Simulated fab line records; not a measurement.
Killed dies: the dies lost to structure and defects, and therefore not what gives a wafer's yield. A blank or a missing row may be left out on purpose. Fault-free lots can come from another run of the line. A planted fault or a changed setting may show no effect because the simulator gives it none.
A lot that was struck, set against a sound lot || flow ritCmos || 28 steps out of a route of 202
Sound: the wafers L311.3, L311.4, L311.6. The struck wafers were L310.1, L310.2, L310.6. The cause is named last.
Per side, at each step with rows, come the tool, then ch with its chambers, and then its first start. Under that, the readings that differ: sound wafers || struck wafers || difference of the means || sigmas: that difference in standard deviations of wafers without a fault.
alike: a reading whose means differ by less than 2 such deviations, as well as words and numbers matching on both sides. not compared: withheld readings; readings where some wafer has no value; bounds like >300 that might hide an equal value; numbers whose values overlap and for which the record gives no deviation.
Wherever a step has rows on one side only, a row that says differs or no value, or a row with sigmas, the two part there. Numbers that have no deviation but don't overlap get no sigmas and don't part them. A reading that every wafer of one side lacks parts them only if that side has two wafers or more.

RIT_ACTIVE_BOW_MEAS_00:
  sound on filmMetro-03 at day 3 22:02; struck on filmMetro-04 at day 3 17:00
  alike: INCOMING_BOW
RIT_ACTIVE_OXIDATION_01: target thk 46.8 nm, ox time 3360 s.
  sound on furnace-03 ch 0, day 3 22:07; struck on furnace-01 ch 0, day 3 19:49
{"reading": "model.SiO2_of_ACTIVE_OXIDATION_01.thkNm (nm)", "sound": "47.04 47.21 47.11", "struck": "60.78 60.3 60.61", "difference": "+13.44", "sigmas": ""}
  alike: zonePowerCentrePct, zonePowerSourcePct
RIT_ACTIVE_THK_MEAS_02:
  sound on filmMetro-04 at day 4 00:04; struck on filmMetro-03 at day 3 21:46
{"reading": "ACTIVE_OXIDE_THK (nm)", "sound": "47.0 47.2 47.1", "struck": "60.8 60.3 60.6", "difference": "+13.5", "sigmas": "+17"}
then, 1 step without rows for these wafers: RIT_ACTIVE_CVD_03 (deposits Si3N4 from SiH2Cl2/NH3, target thk 150 nm, time 1500 s).
RIT_ACTIVE_THK_MEAS_04:
  sound on filmMetro-04 at day 4 03:19; struck on filmMetro-03 at day 3 23:57
  alike: ACTIVE_NITRIDE_THK
then, 6 steps without rows for these wafers: RIT_ACTIVE_HMDS_05 (prime time 60 s); RIT_ACTIVE_COAT_06 (resist thk 1000 nm); RIT_ACTIVE_SOFTBAKE_07 (time 60 s); RIT_ACTIVE_EXPOSE_08 (exposes mask M1, target cd 1400 nm); RIT_ACTIVE_PEB_09; RIT_ACTIVE_DEVELOP_10 (develop time 50 s).
RIT_ACTIVE_CD_MEAS_11: the cd target is 1400 nm.
  sound on cdSem-02 at day 4 04:23; struck on cdSem-02 at day 4 01:03
  alike: cdNm
then, 1 step without rows for these wafers: RIT_ACTIVE_HARDBAKE_12 (time 60 s).
RIT_ACTIVE_ETCH_13: etches Si3N4 in SF6, stops on SiO2, time 210 s, target depth 210 nm.
  sound on rieDiel-01 ch 1,2, day 4 04:37; struck on rieDiel-03 ch 0,2,3, day 4 01:19
{"reading": "oesProductAu (a.u.)", "sound": "0.792 0.812 0.802", "struck": "0.830 0.848 0.827", "difference": "+0.033", "sigmas": "+3"}
  alike: drypumpMotorCurrentA, throttleValvePct
  not compared: rfHoursCounterH
RIT_ACTIVE_STRIP_14: strips in O2, time 180 s.
  sound on plasmaAsher-01 ch 0,1, day 4 04:48; struck on plasmaAsher-01 ch 0,1, day 4 01:28
  alike: drypumpMotorCurrentA
  not compared: rfHoursCounterH
RIT_ACTIVE_CD_MEAS_90: the cd target is 1400 nm.
  sound on cdSem-01 at day 4 04:57; struck on cdSem-02 at day 4 01:38
  alike: cdNm
then, 4 steps without rows for these wafers: RIT_ACTIVE_CLEAN_15 (cleans in SC1, time 600 s); RIT_ACTIVE_CLEAN_16 (cleans in dHF, time 30 s); RIT_ACTIVE_CLEAN_17 (cleans in SC2, time 600 s); RIT_FOX1_OXIDATION_00 (target thk 350.7 nm, ox time 1130 s).
RIT_FOX1_THK_MEAS_01:
  sound on filmMetro-04 at day 4 08:32; struck on filmMetro-01 at day 4 03:43
  alike: FOX1_OXIDE_THK
then, 2 steps without rows for these wafers: RIT_FOX1_WET_ETCH_02 (etches SiO2 in BOE, target depth 350 nm, time 390 s); RIT_FOX2_OXIDATION_00 (target thk 350.7 nm, ox time 1130 s).
RIT_FOX2_THK_MEAS_01:
  sound on filmMetro-02 at day 4 11:53; struck on filmMetro-04 at day 4 07:13
{"reading": "FOX2_OXIDE_THK (nm)", "sound": "341 344 344", "struck": "322 310 324", "difference": -24, "sigmas": -4}
then, 1 step without rows for these wafers: RIT_FOX2_CLEAN_02 (cleans in dHF, time 180 s).
RIT_FOX2_WET_ETCH_03: etches Si3N4 in H3PO4, target depth 195 nm, time 2700 s.
  sound on wetBench-03 ch 0, day 4 12:03; struck on wetBench-04 ch 0, day 4 07:20
{"reading": "model.SiO2_of_ACTIVE_OXIDATION_01.thkNm (nm)", "sound": "40.85 41.62 40.9", "struck": "53.95 53.36 53.77", "difference": "+12.57", "sigmas": ""}
RIT_FOX2_THK_MEAS_90:
  sound on filmMetro-01 at day 4 12:50; struck on filmMetro-01 at day 4 08:10
{"reading": "FIELD_OXIDE_LEFT_1_THK (nm)", "sound": "315 317 317", "struck": "295 283 296", "difference": -25, "sigmas": -4}
RIT_M1_PROBE_99:
  sound on prober-02 at day 6 05:40; struck on prober-01 at day 6 03:00
{"reading": "model.etest.pldd.widthNm (nm)", "sound": "3166 3192 3180", "struck": "3062 3079 3060", "difference": -112, "sigmas": ""}
{"reading": "model.etest.nldd.widthNm (nm)", "sound": "3177 3192 3193", "struck": "3061 3079 3071", "difference": -117, "sigmas": ""}
{"reading": "model.etest.pplusSal.widthNm (nm)", "sound": "3466 3461 3457", "struck": "3403 3398 3387", "difference": -65, "sigmas": ""}
{"reading": "model.etest.nplusSal.widthNm (nm)", "sound": "3458 3450 3468", "struck": "3392 3388 3390", "difference": -69, "sigmas": ""}
{"reading": "model.etest.nmosNarrow.driveUaUm", "sound": "232.1 230.3 228.1", "struck": "209.5 218.5 208.3", "difference": -18.1, "sigmas": ""}
{"reading": "model.etest.pmosNarrow.driveUaUm", "sound": "105.8 105 105", "struck": "94.96 98.14 93.8", "difference": -9.63, "sigmas": ""}
  alike: killedAtContacts, killedAtFrontEnd, killedDies, killedOpen, killedShort
  not compared: model.etest.nmos_0p3.rOnOhmUm, model.etest.nmos_0p3.driveUaUm

== WHERE THEY PART ==
First at RIT_ACTIVE_THK_MEAS_02; last, within this record, at RIT_FOX2_THK_MEAS_90. Later steps at which nothing parts them and some readings are alike: RIT_M1_PROBE_99.

WHY: whatever the simulator had introduced
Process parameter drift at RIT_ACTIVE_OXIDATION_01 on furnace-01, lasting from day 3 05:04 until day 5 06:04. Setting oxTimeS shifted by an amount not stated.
